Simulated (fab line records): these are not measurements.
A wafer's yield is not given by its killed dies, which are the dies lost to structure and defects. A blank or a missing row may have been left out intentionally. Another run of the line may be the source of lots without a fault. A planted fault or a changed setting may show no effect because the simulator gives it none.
fab line records	flow ritCmos
record: lots: 14	wafers: 42	lastDay: 7
route steps=202 shown ACTIVE@1 PLDD@123 CONTACT@176 M1@202
lots that met no fault: from a run of the same line without faults
startH: hours from the record's opening day to when the first of the lot's shown wafers began	waitH: hours since the lot's step before	" unchanged from the row above	L1.1+2: a row that stands for several wafers	- no value, or no start was given	* or withheld: withheld	< > ~ a bound
route shown NAME@n: NAME is a module with steps in the file, n the number in the route of the first one	usual: mean and standard deviation over wafers with no fault	same: alike in all rows	chamber/n: place in a boat	sites: each site's reading	_std_site: standard deviation of those values	_edge_site: the outer-site mean with the inner-site mean subtracted	radiusMm: for every site, how far away it sits from the centre of the wafer	mask NAME#n: copy n	behind: the last tool/chamber to shape the wafer	hold: the reason the lot was held/the length of the hold in hours/how it ended	device: whichever transistor did not switch (one of n, p or np)	end of line: the same wafers' tests at the end of the route	a step without rows: its recipe alone	killed: the dies lost at the first sort to structure and to defects; this is not the yield of the wafer	map: dies across one wafer; x = killed, . = not, _ = none there
set.NAME: the run value of the setting; set.NAME@STEP: its run value at that earlier step	model.NAME: the simulator's own value behind a step, which no gauge read
a sample of lots followed through the steps of the route, with each step as a table and each wafer as a row
services: the hour from which a tool's chamber was out of use, counted from the record's first day as startH (under 0 if before that day), plus the number of hours and why
== steps ==
step: RIT_ACTIVE_BOW_MEAS_00
recipe: mode: bow
usual: INCOMING_BOW: 0/6.2
lot.wafer	tool	chamber	startH	waitH	INCOMING_BOW[um]
L851.2	filmMetro-04	-	10.02	-	5
L851.3	"	-	"	"	2
L851.5	"	-	"	"	-6
L854.1	filmMetro-02	-	25.00	-	5
L854.4	"	-	"	"	4
L854.5	"	-	"	"	-2
L855.1	filmMetro-04	-	30.00	-	-4
L855.2	"	-	"	"	-3
L855.5	"	-	"	"	11
L856.3	filmMetro-04	-	35.04	-	-9
L856.5	"	-	"	"	5
L856.6	"	-	"	"	4
L857.2	filmMetro-04	-	40.02	-	4
L857.4	"	-	"	"	-1
L857.6	"	-	"	"	2
L864.1	filmMetro-03	-	75.00	-	0
L864.3	"	-	"	"	-1
L864.6	"	-	"	"	-7
L865.1	filmMetro-03	-	80.00	-	-1
L865.3	"	-	"	"	-1
L865.4	"	-	"	"	-2
L866.2	filmMetro-04	-	85.02	-	0
L866.3	"	-	"	"	-5
L866.4	"	-	"	"	6
L868.1	filmMetro-04	-	95.00	-	-7
L868.5	"	-	"	"	16
L868.6	"	-	"	"	-10
L870.2	filmMetro-02	-	105.02	-	-2
L870.3	"	-	"	"	3
L870.6	"	-	"	"	2
L871.2	filmMetro-02	-	110.02	-	0
L871.4	"	-	"	"	-4
L871.5	"	-	"	"	4
L872.1	filmMetro-03	-	115.00	-	2
L872.2	"	-	"	"	4
L872.4	"	-	"	"	4
L873.2	filmMetro-03	-	120.02	-	-8
L873.4	"	-	"	"	-3
L873.5	"	-	"	"	5
L874.3	filmMetro-04	-	125.04	-	7
L874.5	"	-	"	"	-9
L874.6	"	-	"	"	5
step: RIT_ACTIVE_CVD_03
recipe: material: Si3N4	targetThkNm: 150	tempC: 810	precursor: SiH2Cl2/NH3	timeS: 1500	pressureMtorr: 300	sih2cl2FlowSccm: 60	nh3FlowSccm: 150
usual: pressureMtorr: 300.0/0.55	spikeTcSourceC: 832.0/1.5
lot.wafer	tool	chamber	startH	waitH	pressureMtorr	spikeTcSourceC
L851.2	lpcvd-02	0	12.11	0.0	299.7	831.9
L851.3	"	0	"	"	299.6	835.2
L851.5	"	0	"	"	299.4	833.7
L854.1	lpcvd-02	0	27.11	0.1	299.8	832.6
L854.4	"	0	"	"	300.6	832.3
L854.5	"	0	"	"	299.2	833.4
L855.1	lpcvd-01	1	32.11	0.1	299.7	830.0
L855.2	"	1	"	"	300.2	829.9
L855.5	"	1	"	"	300.8	831.6
L856.3	lpcvd-02	1	37.11	0.0	149.7	831.6
L856.5	"	1	"	"	150.5	830.8
L856.6	"	1	"	"	150.2	831.0
L857.2	lpcvd-02	1	42.11	0.0	149.0	830.8
L857.4	"	1	"	"	149.7	829.2
L857.6	"	1	"	"	149.4	831.2
L864.1	lpcvd-01	1	77.13	0.1	299.9	830.7
L864.3	"	1	"	"	300.3	831.0
L864.6	"	1	"	"	299.7	831.5
L865.1	lpcvd-01	0	82.11	0.1	299.2	833.7
L865.3	"	0	"	"	299.8	833.4
L865.4	"	0	"	"	300.1	830.7
L866.2	lpcvd-01	1	87.11	0.0	300.7	832.1
L866.3	"	1	"	"	301.2	831.4
L866.4	"	1	"	"	299.6	831.1
L868.1	lpcvd-01	0	98.09	0.1	300.5	829.5
L868.5	"	0	"	"	298.9	830.6
L868.6	"	0	"	"	300.1	832.6
L870.2	lpcvd-01	1	107.62	0.0	300.2	832.1
L870.3	"	1	"	"	299.8	830.9
L870.6	"	1	"	"	300.0	831.4
L871.2	lpcvd-01	1	112.25	0.0	298.8	831.5
L871.4	"	1	"	"	299.0	830.5
L871.5	"	1	"	"	299.8	831.5
L872.1	lpcvd-02	1	117.26	0.2	299.8	830.3
L872.2	"	1	"	"	299.6	830.7
L872.4	"	1	"	"	300.2	829.8
L873.2	lpcvd-01	1	122.11	0.0	299.2	830.1
L873.4	"	1	"	"	299.8	831.0
L873.5	"	1	"	"	299.6	830.8
L874.3	lpcvd-01	1	127.11	0.0	299.9	831.2
L874.5	"	1	"	"	300.6	832.7
L874.6	"	1	"	"	300.3	830.6
step: RIT_ACTIVE_THK_MEAS_04
recipe: reads: Si3N4_of_ACTIVE_CVD_03
usual: ACTIVE_NITRIDE_THK: 149.8/1.2
lot.wafer	tool	chamber	startH	waitH	ACTIVE_NITRIDE_THK[nm]
L851.2	filmMetro-02	-	13.54	0.0	148.0
L851.3	"	-	"	"	146.9
L851.5	"	-	"	"	147.6
L854.1	filmMetro-04	-	28.53	0.0	148.5
L854.4	"	-	"	"	149.7
L854.5	"	-	"	"	148.3
L855.1	filmMetro-03	-	33.53	0.0	149.1
L855.2	"	-	"	"	148.2
L855.5	"	-	"	"	148.0
L856.3	filmMetro-03	-	38.55	0.0	120.6
L856.5	"	-	"	"	122.2
L856.6	"	-	"	"	120.7
L857.2	filmMetro-03	-	43.54	0.0	122.1
L857.4	"	-	"	"	123.9
L857.6	"	-	"	"	122.7
L864.1	filmMetro-03	-	79.25	0.0	150.3
L864.3	"	-	"	"	148.1
L864.6	"	-	"	"	147.4
L865.1	filmMetro-02	-	84.24	0.0	149.6
L865.3	"	-	"	"	149.8
L865.4	"	-	"	"	149.8
L866.2	filmMetro-04	-	89.25	0.0	150.6
L866.3	"	-	"	"	151.6
L866.4	"	-	"	"	150.7
L868.1	filmMetro-04	-	99.51	0.0	152.1
L868.5	"	-	"	"	150.0
L868.6	"	-	"	"	149.5
L870.2	filmMetro-04	-	109.05	0.0	148.9
L870.3	"	-	"	"	149.2
L870.6	"	-	"	"	149.6
L871.2	filmMetro-04	-	113.67	0.0	150.1
L871.4	"	-	"	"	149.3
L871.5	"	-	"	"	148.2
L872.1	filmMetro-02	-	118.68	0.0	150.4
L872.2	"	-	"	"	148.5
L872.4	"	-	"	"	149.2
L873.2	filmMetro-03	-	123.54	0.0	149.9
L873.4	"	-	"	"	150.1
L873.5	"	-	"	"	151.0
L874.3	filmMetro-03	-	128.55	0.0	149.4
L874.5	"	-	"	"	150.1
L874.6	"	-	"	"	149.1
step: RIT_ACTIVE_ETCH_13
recipe: stopOn: SiO2	chemistry: SF6	target: Si3N4	timeS: 210	overEtchFrac: 0.4	SF6_flow_sccm: 200	pressureMtorr: 260	rfW: 125	targetDepthA: 2100
usual: chamberPressureMTorr: 260.00/0.27	drypumpMotorCurrentA: 5.4/0.41	oesProductAu: 0.817/0.011	rfFwdPowerW: 124.5/0.38	throttleValvePct: 7.53/0.11
lot.wafer	tool	chamber	startH	waitH	chamberPressureMTorr	drypumpMotorCurrentA	oesProductAu	rfFwdPowerW	rfHoursCounterH	throttleValvePct
L851.2	rieDiel-01	2	14.71	0.1	260.33	5.5	0.810	124.5	80	7.68
L851.3	"	0	"	"	260.15	5.7	0.804	124.5	19	7.33
L851.5	"	2	"	"	260.14	5.5	0.815	125.1	-	7.67
L854.1	rieDiel-02	0	29.85	0.1	260.06	5.2	0.845	124.2	1	7.54
L854.4	"	2	"	"	260.21	5.4	0.814	124.1	-	7.55
L854.5	"	3	"	"	259.73	5.3	0.805	124.5	-	7.64
L855.1	rieDiel-01	1	34.83	0.1	259.97	5.8	0.815	124.6	161	7.60
L855.2	"	3	"	"	259.68	5.5	0.791	124.8	121	7.55
L855.5	"	1	"	"	259.94	5.8	0.808	124.1	-	7.61
L856.3	rieDiel-03	2	39.71	0.1	260.00	5.1	0.737	124.7	65	7.49
L856.5	"	1	"	"	259.85	5.5	0.736	124.2	-	7.36
L856.6	"	2	"	"	259.59	5.1	0.729	124.5	-	7.49
L857.2	rieDiel-02	3	44.89	0.1	260.05	5.3	0.728	125.0	4	7.65
L857.4	"	1	"	"	260.38	4.7	0.739	124.8	162	7.35
L857.6	"	3	"	"	260.03	5.3	0.737	124.5	-	7.64
L864.1	rieDiel-02	1	80.78	0.1	259.92	4.7	0.816	125.1	162	7.34
L864.3	"	0	"	"	259.95	5.2	0.839	124.9	2	7.54
L864.6	"	2	"	"	259.92	5.4	0.805	124.6	-	7.52
L865.1	rieDiel-02	2	85.54	0.1	260.15	5.4	0.826	124.2	101	7.52
L865.3	"	0	"	"	260.32	5.2	0.826	124.0	2	7.53
L865.4	"	0	"	"	260.39	5.2	0.844	125.2	-	7.56
L866.2	rieDiel-03	3	90.42	0.1	259.93	6.5	0.811	124.2	15	7.65
L866.3	"	2	"	"	259.57	5.1	0.821	124.4	67	7.49
L866.4	"	0	"	"	259.79	5.0	0.801	124.3	31	7.55
L868.1	rieDiel-03	2	100.81	0.1	260.27	5.1	0.824	123.9	67	7.49
L868.5	"	1	"	"	260.30	5.5	0.820	125.2	-	7.36
L868.6	"	2	"	"	260.19	5.1	0.812	124.4	-	7.49
L870.2	rieDiel-03	2	110.22	0.1	260.14	5.1	0.811	124.3	67	7.50
L870.3	"	0	"	"	259.38	5.0	0.812	124.5	32	7.56
L870.6	"	1	"	"	260.08	5.5	0.821	124.8	-	7.34
L871.2	rieDiel-02	0	114.91	0.1	260.46	5.2	0.833	124.2	2	7.55
L871.4	"	2	"	"	259.70	5.4	0.817	124.3	102	7.52
L871.5	"	3	"	"	259.88	5.3	0.806	124.6	-	7.66
L872.1	rieDiel-01	1	120.08	0.1	260.17	5.8	0.819	125.8	0	7.59
L872.2	"	3	"	"	260.02	5.5	0.805	124.5	123	7.56
L872.4	"	0	"	"	260.12	5.7	0.808	123.9	21	7.33
L873.2	rieDiel-03	2	124.94	0.1	260.12	5.1	0.814	124.6	67	7.49
L873.4	"	1	"	"	260.38	5.5	0.824	124.4	-	7.35
L873.5	"	2	"	"	260.26	5.1	0.818	124.9	-	7.50
L874.3	rieDiel-02	0	129.85	0.1	259.73	5.2	0.841	124.7	3	7.56
L874.5	"	3	"	"	260.04	5.3	0.813	125.1	-	7.64
L874.6	"	2	"	"	260.51	5.4	0.809	124.8	-	7.54
step: RIT_PLDD_STRIP_09
recipe: chemistry: O2	timeS: 180	resist: NOVOLAK	platenTempC: withheld	powerW: 500	pressureMtorr: 4000	o2FlowSccm: 4000
usual: chamberPressureMTorr: 4000/3.8	drypumpMotorCurrentA: 5.6/0.36
lot.wafer	tool	chamber	startH	waitH	chamberPressureMTorr	drypumpMotorCurrentA	rfHoursCounterH
L851.2	plasmaAsher-04	1	46.29	0.1	3999	5.3	41
L851.3	"	1	"	"	4001	5.3	-
L851.5	"	1	"	"	4001	5.3	-
L854.1	plasmaAsher-04	1	58.89	0.1	3999	5.3	43
L854.4	"	0	"	"	3996	6.0	-
L854.5	"	0	"	"	4002	6.0	-
L855.1	plasmaAsher-03	0	72.18	0.1	4000	5.5	30
L855.2	"	1	"	"	4008	5.5	30
L855.5	"	1	"	"	3997	5.5	-
L856.3	plasmaAsher-04	0	72.33	0.1	3998	6.0	-
L856.5	"	0	"	"	4003	6.0	-
L856.6	"	1	"	"	4003	5.3	-
L857.2	plasmaAsher-03	0	73.51	0.1	3999	5.5	30
L857.4	"	1	"	"	4001	5.5	-
L857.6	"	0	"	"	4002	5.5	-
L864.1	plasmaAsher-04	0	108.66	0.1	3999	6.0	48
L864.3	"	1	"	"	3999	5.3	-
L864.6	"	0	"	"	3997	6.0	-
L865.1	plasmaAsher-04	0	114.76	0.1	3999	6.0	49
L865.3	"	1	"	"	4001	5.3	-
L865.4	"	0	"	"	3998	6.0	-
L866.2	plasmaAsher-04	1	121.41	0.1	4003	5.3	50
L866.3	"	1	"	"	4005	5.4	-
L866.4	"	0	"	"	4000	6.0	-
L868.1	plasmaAsher-02	1	129.09	0.1	4002	4.9	1
L868.5	"	0	"	"	3999	6.2	-
L868.6	"	1	"	"	3997	4.9	-
L870.2	plasmaAsher-03	1	140.97	0.1	4013	5.4	37
L870.3	"	1	"	"	3996	5.5	-
L870.6	"	1	"	"	4001	5.5	-
L871.2	plasmaAsher-02	0	144.74	0.1	4001	6.2	3
L871.4	"	0	"	"	4000	6.2	-
L871.5	"	0	"	"	4001	6.2	-
L872.1	plasmaAsher-04	0	149.17	0.1	3999	6.0	53
L872.2	"	1	"	"	3992	5.3	53
L872.4	"	0	"	"	4003	6.0	-
L873.2	plasmaAsher-04	1	154.59	0.1	4003	5.3	53
L873.4	"	0	"	"	4002	6.0	-
L873.5	"	1	"	"	3998	5.3	-
L874.3	plasmaAsher-03	0	159.52	0.1	3997	5.5	-
L874.5	"	0	"	"	4002	5.5	-
L874.6	"	1	"	"	3989	5.5	-
step: RIT_CONTACT_CD_MEAS_08
recipe: targetCdNm: 1000
usual: cdNm: 999.8/2.2
lot.wafer	tool	chamber	startH	waitH	cdNm
L851.2	cdSem-02	-	54.89	-	1001.5
L851.3	"	-	"	"	999.8
L851.5	"	-	"	"	1001.7
L854.1	cdSem-02	-	67.69	-	1000.7
L854.4	"	-	"	"	1000.0
L854.5	"	-	"	"	1001.3
L855.1	cdSem-02	-	80.78	-	996.3
L855.2	"	-	"	"	994.7
L855.5	"	-	"	"	998.1
L856.3	cdSem-02	-	81.27	-	1001.5
L856.5	"	-	"	"	1001.8
L856.6	"	-	"	"	998.4
L857.2	cdSem-02	-	83.20	-	998.2
L857.4	"	-	"	"	1001.0
L857.6	"	-	"	"	999.3
L864.1	cdSem-02	-	117.01	-	1003.1
L864.3	"	-	"	"	1001.3
L864.6	"	-	"	"	1002.3
L865.1	cdSem-02	-	123.02	-	997.5
L865.3	"	-	"	"	997.4
L865.4	"	-	"	"	998.8
L866.2	cdSem-02	-	129.75	-	997.5
L866.3	"	-	"	"	997.5
L866.4	"	-	"	"	997.0
L868.1	cdSem-02	-	137.34	-	997.4
L868.5	"	-	"	"	999.6
L868.6	"	-	"	"	999.5
L870.2	cdSem-01	-	149.42	-	998.0
L870.3	"	-	"	"	998.3
L870.6	"	-	"	"	996.9
L871.2	cdSem-02	-	153.38	-	1002.2
L871.4	"	-	"	"	1004.3
L871.5	"	-	"	"	1001.6
L872.1	cdSem-01	-	158.34	-	997.8
L872.2	"	-	"	"	997.9
L872.4	"	-	"	"	998.5
L873.2	cdSem-01	-	163.86	-	999.6
L873.4	"	-	"	"	997.6
L873.5	"	-	"	"	998.4
L874.3	cdSem-01	-	167.84	-	1004.8
L874.5	"	-	"	"	1000.6
L874.6	"	-	"	"	1005.5
step: RIT_M1_PROBE_99
usual: killed_at_M0_to_M3: 0.0/0.12	killedAtFrontEnd: 7/3.1	killedDies: 7/3.1	killedOpen: 3.5/2.2	killedShort: 3.3/1.9
same: grossDies: 264	killed_at_M4_up: 0	killedAtBackSide: 0	killedAtContacts: 0	killedAtOther: 0
lot.wafer	tool	chamber	startH	waitH	killed_at_M0_to_M3	killedAtFrontEnd	killedDies	killedOpen	killedShort
L865.1	prober-01	-	128.67	0.1	0	9	9	2	7
L865.3	prober-01	-	128.77	0.2	0	4	4	1	3
L865.4	prober-01	-	128.82	0.2	0	6	6	2	4
L871.2	prober-01	-	158.57	0.1	0	11	11	9	2
L871.4	prober-01	-	158.67	0.2	0	9	9	3	6
L871.5	prober-01	-	158.72	0.2	0	12	12	8	4
L872.1	prober-02	-	163.65	0.1	0	2	2	1	1
L872.2	prober-02	-	163.70	0.1	0	8	8	6	2
L872.4	prober-02	-	163.80	0.2	0	6	6	2	4
L873.2	prober-01	-	169.13	0.1	0	6	6	4	2
L873.4	prober-01	-	169.23	0.2	0	6	6	2	4
L873.5	prober-01	-	169.28	0.2	0	4	4	1	3
killed by level:class
L865.1 SPACER:geometricParticle:short=4 GATE:geometricParticle:short=2 FOX1:geometricParticle:open=1 REOX:geometricParticle:open=1 SILICIDE:geometricParticle:short=1
L865.3 FOX1:geometricParticle:short=1 GATE:geometricParticle:open=1 GATE:geometricParticle:short=1 SILICIDE:geometricParticle:short=1
L865.4 FOX1:geometricParticle:short=2 GATE:geometricParticle:short=2 SPACER:geometricParticle:open=1 SILICIDE:geometricParticle:open=1
L871.2 GATE:geometricParticle:open=3 SILICIDE:geometricParticle:open=3 FOX2:geometricParticle:open=2 FOX2:geometricParticle:short=1 SPACER:geometricParticle:open=1 SILICIDE:geometricParticle:short=1
L871.4 SILICIDE:geometricParticle:short=4 FOX2:geometricParticle:open=1 GATE:geometricParticle:open=1 GATE:geometricParticle:short=1 SPACER:geometricParticle:short=1 SILICIDE:geometricParticle:open=1
L871.5 SILICIDE:geometricParticle:open=4 FOX1:geometricParticle:open=2 FOX2:geometricParticle:short=2 FOX2:geometricParticle:open=1 REOX:geometricParticle:open=1 REOX:geometricParticle:short=1 SILICIDE:geometricParticle:short=1
L872.1 GATE:geometricParticle:open=1 GATE:geometricParticle:short=1
L872.2 FOX1:geometricParticle:open=2 GATE:geometricParticle:open=2 REOX:geometricParticle:open=2 FOX2:geometricParticle:short=1 REOX:geometricParticle:short=1
L872.4 GATE:geometricParticle:short=2 REOX:geometricParticle:short=2 REOX:geometricParticle:open=2
L873.2 REOX:geometricParticle:open=4 GATE:geometricParticle:short=1 REOX:geometricParticle:short=1
L873.4 GATE:geometricParticle:short=2 FOX1:geometricParticle:open=1 FOX2:geometricParticle:short=1 GATE:geometricParticle:open=1 SPACER:geometricParticle:short=1
L873.5 SILICIDE:geometricParticle:short=2 FOX1:geometricParticle:open=1 REOX:geometricParticle:short=1
== services ==
tool	chamber	startH	hours	kind
rieDiel-02	1	28.45	5.9	repair
rieDiel-03	2	35.07	3.8	repair
rieDiel-03	1	60.53	17.7	repair
plasmaAsher-02	-	80.01	1.5	repair
rieDiel-02	1	82.89	-	clean
rieDiel-02	1	82.89	17.1	scheduledDown
rieDiel-02	1	82.89	17.1	ventCycle
rieDiel-01	1	91.23	-	clean
rieDiel-01	1	91.23	23.0	scheduledDown
rieDiel-01	1	91.23	23.0	ventCycle
rieDiel-02	2	96.00	14.4	repair
plasmaAsher-04	-	99.22	2.8	pm
plasmaAsher-02	-	108.75	9.0	pm
plasmaAsher-02	0	108.75	9.0	ventCycle
plasmaAsher-02	1	108.75	9.0	ventCycle
plasmaAsher-03	-	114.53	2.8	pm
plasmaAsher-02	0	117.75	-	clean
plasmaAsher-02	1	117.75	-	clean
rieDiel-02	-	117.91	2.8	pm
rieDiel-03	2	119.95	2.7	repair
rieDiel-03	3	123.51	4.8	repair
plasmaAsher-02	-	137.37	1.0	repair
rieDiel-03	2	156.16	10.5	repair
== key ==
firstSign: step: RIT_ACTIVE_CVD_03	reading: pressureMtorr	direction: down	sigmas: 99+	usual: 300.0	struck: 149.8
effect: step: RIT_ACTIVE_THK_MEAS_04	reading: ACTIVE_NITRIDE_THK	direction: down	sigmas: 24	usual: 149.8	struck: 122.0
effect: step: RIT_ACTIVE_ETCH_13	reading: oesProductAu	direction: down	sigmas: 7.7	usual: 0.817	struck: 0.734
metAt RIT_ACTIVE_CVD_03
struckLots L856,L857
testerLeftOut L856,L857
notActingAt RIT_ACTIVE_BOW_MEAS_00,RIT_PLDD_STRIP_09,RIT_CONTACT_CD_MEAS_08
onsetBetween 27.11 37.11
fault: kind: processParameterDrift	tool: lpcvd-02	chamber: -	onsetH: 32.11	steps: RIT_ACTIVE_CVD_03	channel: pressureMtorr	offset: -150	shape: step	endH: 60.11	actsIn: theseRecipesOnly	stated: 300
testerLeftOut: of these lots the tester's yield and bins aren't shown, on N5 and GAA mostly nor the transistor test; their killed dies are dies lost to structure and defects alone, not to doping, threshold or leakage, so they don't give the yield
